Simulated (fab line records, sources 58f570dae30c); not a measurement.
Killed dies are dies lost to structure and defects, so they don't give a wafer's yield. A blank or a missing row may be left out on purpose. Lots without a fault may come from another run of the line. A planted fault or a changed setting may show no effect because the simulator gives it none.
Which tool did it? | flow berkeley_cmos170 | 14 lots, 42 wafers sampled, at 3 steps of a route of 331

WHAT THE GAUGES READ, wafer by wafer
UCB170_V1_BOW_MEAS_03. Usual: V1_BOW 20 um, standard deviation 6.6.
lot  | measured     | on            | V1_BOW (um) | flag
L375 | day 8 19:14  | film_metro-01 | 18 13 15    |
L380 | day 9 06:51  | film_metro-02 | 20 11 19    |
L377 | day 9 12:11  | film_metro-01 | 14 10 25    |
L379 | day 9 12:14  | film_metro-03 | 20 15 28    |
L381 | day 10 02:22 | film_metro-02 | 25 23 23    |
L383 | day 10 07:35 | film_metro-02 | 22 18 22    |
L385 | day 10 13:25 | film_metro-03 | 15 11 16    |
L388 | day 11 01:51 | film_metro-02 | 28 30 20    |
L387 | day 11 03:11 | film_metro-02 | 6 23 23     |
L386 | day 11 03:11 | film_metro-03 | 18 30 26    |
L389 | day 11 10:54 | film_metro-01 | 21 30 27    |
L393 | day 12 04:52 | film_metro-03 | 20 18 22    |
L396 | day 13 00:44 | film_metro-03 | 26 18 31    |
L398 | day 13 02:25 | film_metro-02 | 16 27 14    |

UCB170_V2_CD_MEAS_12: target cd 700 nm. Usual: cd_nm 700.3 nm, standard deviation 1.4.
lot  | measured     | on        | cd_nm (nm)        | flag
L375 | day 9 04:44  | cd_sem-02 | 701.2 699.9 700.5 |
L380 | day 9 14:17  | cd_sem-02 | 700.2 700.1 700.7 |
L377 | day 9 21:05  | cd_sem-02 | 699.6 699.2 698.4 |
L379 | day 9 22:04  | cd_sem-02 | 701.5 700.9 702.9 |
L381 | day 10 10:52 | cd_sem-01 | 699.2 701.0 701.0 |
L383 | day 10 15:32 | cd_sem-01 | 699.1 698.9 699.6 |
L385 | day 10 22:32 | cd_sem-02 | 700.9 700.1 699.8 |
L388 | day 11 08:15 | cd_sem-02 | 699.6 699.9 699.9 |
L387 | day 11 09:37 | cd_sem-01 | 702.9 702.3 701.4 |
L386 | day 11 09:53 | cd_sem-01 | 697.7 699.6 698.2 |
L389 | day 11 23:34 | cd_sem-01 | 697.9 696.9 696.9 |
L393 | day 12 17:58 | cd_sem-02 | 699.0 700.9 701.8 |
L396 | day 13 10:59 | cd_sem-01 | 700.3 699.2 699.5 |
L398 | day 13 11:56 | cd_sem-01 | 699.8 699.1 698.1 |

WHICH TOOL RAN EACH LOT (tool, then ch and the chambers of the sampled wafers, then the start)
lot  | UCB170_CONTACT_ETCH_18
L375 | rie_diel-03 ch 0,2,3, day 8 19:14 or earlier
L380 | rie_diel-04 ch 0,1,2, day 9 06:51 or earlier
L377 | rie_diel-03 ch 0,3, day 9 12:11 or earlier
L379 | rie_diel-04 ch 0,1, day 9 12:14 or earlier
L381 | rie_diel-01 ch 0,1,3, day 10 02:22 or earlier
L383 | rie_diel-04 ch 0,1,2, day 10 07:35 or earlier
L385 | rie_diel-03 ch 1,3, day 10 13:25 or earlier
L388 | rie_diel-04 ch 1,2,3, day 11 01:51 or earlier
L387 | rie_diel-03 ch 1,3, day 11 03:11 or earlier
L386 | rie_diel-01 ch 1,2, day 11 03:11 or earlier
L389 | rie_diel-01 ch 2,3, day 11 10:54 or earlier
L393 | rie_diel-03 ch 2,3, day 12 04:52 or earlier
L396 | rie_diel-01 ch 1,3, day 13 00:44 or earlier
L398 | rie_diel-01 ch 2,3, day 13 02:25 or earlier
- UCB170_CONTACT_ETCH_18: etches PSG in CHF3/CF4/Ar, stops on TiSi2, target depth 840 nm, time 195 s.

WHAT THE TOOLS THEMSELVES READ (means of the sampled wafers that have a number; where no wafer has one, the mark that the record gives instead)
UCB170_CONTACT_ETCH_18. Usual: cf4_flow_sccm 15.01 sccm, standard deviation 0.045; drypump_motor_current_A 5.7 A, standard deviation 0.52; oes_product_au 0.886 a.u., standard deviation 0.017; rf_fwd_power_W 697.3 W, standard deviation 2.2; throttle_valve_pct 6.93 %, standard deviation 0.13.
lot  | tool        | cf4_flow_sccm (sccm) | drypump_motor_current_A (A) | oes_product_au (a.u.) | rf_fwd_power_W (W) | throttle_valve_pct (%) | flag
L375 | rie_diel-03 | 14.98                | 5.9                         | 0.869                 | 697.4              | 6.92                   |
L380 | rie_diel-04 | 15.02                | 5.9                         | 0.881                 | 697.4              | 6.99                   |
L377 | rie_diel-03 | 15.03                | 5.8                         | 0.869                 | 700.3              | 6.86                   |
L379 | rie_diel-04 | 15.00                | 6.2                         | 0.881                 | 696.4              | 7.11                   |
L381 | rie_diel-01 | 15.00                | 5.2                         | 0.887                 | 697.3              | 6.99                   |
L383 | rie_diel-04 | 15.00                | 5.9                         | 0.879                 | 696.5              | 6.98                   |
L385 | rie_diel-03 | 14.98                | 5.7                         | 0.879                 | 696.2              | 6.87                   |
L388 | rie_diel-04 | 15.04                | 6.0                         | 0.873                 | 696.2              | 6.95                   |
L387 | rie_diel-03 | 15.00                | 5.4                         | 0.891                 | 697.1              | 6.90                   |
L386 | rie_diel-01 | 14.98                | 5.2                         | 0.888                 | 699.7              | 6.94                   |
L389 | rie_diel-01 | 15.10                | 5.5                         | 0.901                 | 697.7              | 6.75                   |
L393 | rie_diel-03 | 15.01                | 6.1                         | 0.861                 | 699.2              | 6.88                   |
L396 | rie_diel-01 | 15.01                | 4.9                         | 0.901                 | 697.8              | 6.99                   |
L398 | rie_diel-01 | 15.01                | 5.2                         | 0.904                 | 697.0              | 6.84                   |

THE ANSWER, worked out from the rows above alone
Rule: a lot is off if the mean of its wafers that have a number lies more than 3 standard deviations from the usual mean. A lot without any number at a reading at which 4 lots or more have one is off too. The other lots that the step has rows for count as sound. The gauges are gone through in route order, then the tools' own readings, and for those a lot's mean is taken as printed above. The first step at which some lot is off is used, and at that step the reading that is off furthest; a lot without a number counts as furthest.
No lot is off at any reading shown: from this, nothing can be told.

WHAT THE SIMULATOR HAD PUT IN
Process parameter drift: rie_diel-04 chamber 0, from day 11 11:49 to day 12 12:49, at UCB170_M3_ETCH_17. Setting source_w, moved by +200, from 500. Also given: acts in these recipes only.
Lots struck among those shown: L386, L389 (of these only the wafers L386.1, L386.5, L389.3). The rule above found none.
